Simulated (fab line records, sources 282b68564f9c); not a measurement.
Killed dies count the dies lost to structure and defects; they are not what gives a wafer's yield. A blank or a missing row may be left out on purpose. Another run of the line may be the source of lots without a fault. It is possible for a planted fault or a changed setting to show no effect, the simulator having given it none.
fab line records ; flow ritCmos
[record] lots = 14; wafers = 42; lastDay = 7
route steps=202 shown PLDD@117
lots that met no fault: from a run of the same line without faults
startH: hours from the record's first day to the start of the lot's first wafer shown ; waitH: hours elapsed since this lot's preceding step ; " same as the row above ; L1.1+2: a single row standing in for several wafers ; - no value, or no start given ; * or withheld: withheld ; < > ~ a bound
route shown NAME@n: names a module that has steps shown in the file, with the first one's number in the route ; usual: mean/standard deviation of fault-free wafers ; same: alike in all rows ; chamber/n: place in a boat ; sites: readings site by site ; _std_site: their standard deviation ; _edge_site: the outer-site mean with the inner-site mean subtracted ; radiusMm: for every site, how far away it sits from the centre of the wafer ; mask NAME#n: copy n ; behind: tool/chamber where the wafer was last shaped ; hold: cause of the lot's hold/its duration in hours/its outcome ; device: the transistor (n, p or np) that didn't switch ; end of line: tests run on the same wafers once the route is complete ; where a step has no rows: the recipe by itself ; killed: count of dies lost to structure and defects at first sort (not the wafer's yield) ; map: a wafer's dies, x killed, . not, _ none there
set.NAME: setting as actually run; set.NAME@STEP: the setting as run at that earlier step ; model.NAME: the simulator's own value behind a step, which no gauge read
steps of the route over a sample of lots; a table a step, a row a wafer
services: from which hour (startH, from the record's first day; less than 0 if before it) a tool's chamber was out of use, for how many hours, and why
[[steps]]
[step RIT_PLDD_EXPOSE_03]
[recipe] maskId = M8; na = 0.57; targetCdNm = 40900; doseMj = 250
[usual] exposureDoseMJCm2 = 250.04/0.25; focusOffsetNm = -0.1/0.52
lot.wafer;tool;chamber;startH;waitH;mask;exposureDoseMJCm2;focusOffsetNm
L610.3;ilineStepper-02;0;48.04;0.1;M8#0;250.01;0.8
L610.4;ilineStepper-02;0;48.04;0.1;M8#0;249.91;0.5
L610.5;ilineStepper-02;0;48.04;0.1;M8#0;249.99;0.4
L611.2;ilineStepper-01;0;55.50;0.2;M8#0;249.63;-0.9
L611.4;ilineStepper-01;0;55.50;0.2;M8#0;249.69;-0.2
L611.6;ilineStepper-01;0;55.50;0.2;M8#0;250.14;-0.8
L613.1;ilineStepper-02;0;64.92;0.2;M8#0;249.47;0.0
L613.2;ilineStepper-02;0;64.92;0.2;M8#0;249.49;-0.4
L613.6;ilineStepper-02;0;64.92;0.2;M8#0;249.71;-0.2
L615.1;ilineStepper-01;0;77.30;0.1;M8#0;249.58;-0.2
L615.2;ilineStepper-01;0;77.30;0.1;M8#0;249.46;0.2
L615.3;ilineStepper-01;0;77.30;0.1;M8#0;249.75;0.6
L616.2;ilineStepper-02;0;79.86;0.2;M8#0;250.51;0.2
L616.4;ilineStepper-02;0;79.86;0.2;M8#0;250.43;-0.1
L616.6;ilineStepper-02;0;79.86;0.2;M8#0;250.13;0.2
L617.3;ilineStepper-01;0;87.63;0.2;M8#0;249.79;0.6
L617.4;ilineStepper-01;0;87.63;0.2;M8#0;250.31;0.9
L617.5;ilineStepper-01;0;87.63;0.2;M8#0;250.39;0.2
L621.1;ilineStepper-02;0;108.05;0.1;M8#0;250.08;-0.3
L621.2;ilineStepper-02;0;108.05;0.1;M8#0;249.78;-0.7
L621.3;ilineStepper-02;0;108.05;0.1;M8#0;249.77;-0.4
L622.2;ilineStepper-02;-;109.58;0.1;M8#0;-;-
L622.5;ilineStepper-02;-;109.58;0.1;M8#0;-;-
L622.6;ilineStepper-02;-;109.58;0.1;M8#0;-;-
L623.1;ilineStepper-01;-;117.91;0.2;M8#0;-;-
L623.3;ilineStepper-01;-;117.91;0.2;M8#0;-;-
L623.6;ilineStepper-01;-;117.91;0.2;M8#0;-;-
L626.4;ilineStepper-01;0;134.40;0.1;M8#0;249.87;0.4
L626.5;ilineStepper-01;0;134.40;0.1;M8#0;249.97;-0.1
L626.6;ilineStepper-01;0;134.40;0.1;M8#0;249.78;-0.2
L628.1;ilineStepper-01;0;146.75;0.2;M8#0;249.97;0.2
L628.2;ilineStepper-01;0;146.75;0.2;M8#0;249.90;0.7
L628.4;ilineStepper-01;0;146.75;0.2;M8#0;249.76;-0.5
L629.4;ilineStepper-01;0;147.16;0.1;M8#0;250.39;0.4
L629.5;ilineStepper-01;0;147.16;0.1;M8#0;250.65;0.2
L629.6;ilineStepper-01;0;147.16;0.1;M8#0;250.11;0.5
L631.3;ilineStepper-02;0;158.65;0.2;M8#0;249.93;-0.5
L631.5;ilineStepper-02;0;158.65;0.2;M8#0;249.67;0.0
L631.6;ilineStepper-02;0;158.65;0.2;M8#0;250.06;-0.2
L632.3;ilineStepper-01;0;162.56;0.2;M8#0;250.27;0.7
L632.4;ilineStepper-01;0;162.56;0.2;M8#0;250.24;0.7
L632.5;ilineStepper-01;0;162.56;0.2;M8#0;250.32;0.1
[[services]]
tool;chamber;startH;hours;kind
ilineStepper-02;-;100.88;1.7;pm
[[key]]
[firstSign] step = RIT_PLDD_EXPOSE_03; reading = toolRecord; direction = missing
effect none on later readings
metAt RIT_PLDD_EXPOSE_03
struckLots L622,L623
sortLeftOut L622.2,L622.5,L622.6,L623.1,L623.3,L623.6
testerLeftOut L622,L623
onsetBetween 108.05 109.58
[fault] kind = skippedStepWhole; tool = ilineStepper-01,ilineStepper-02; chamber = -; onsetH = 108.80; steps = RIT_PLDD_EXPOSE_03; scope = struckLotsOnly
// testerLeftOut: of these lots the tester's yield and bins aren't shown, on N5 and GAA mostly nor the transistor test; their killed dies are dies lost to structure and defects alone, not to doping, threshold or leakage, so they don't give the yield
// sortLeftOut: the simulated sort isn't trusted on such a fault, so these wafers' sort isn't shown, and their yield isn't known
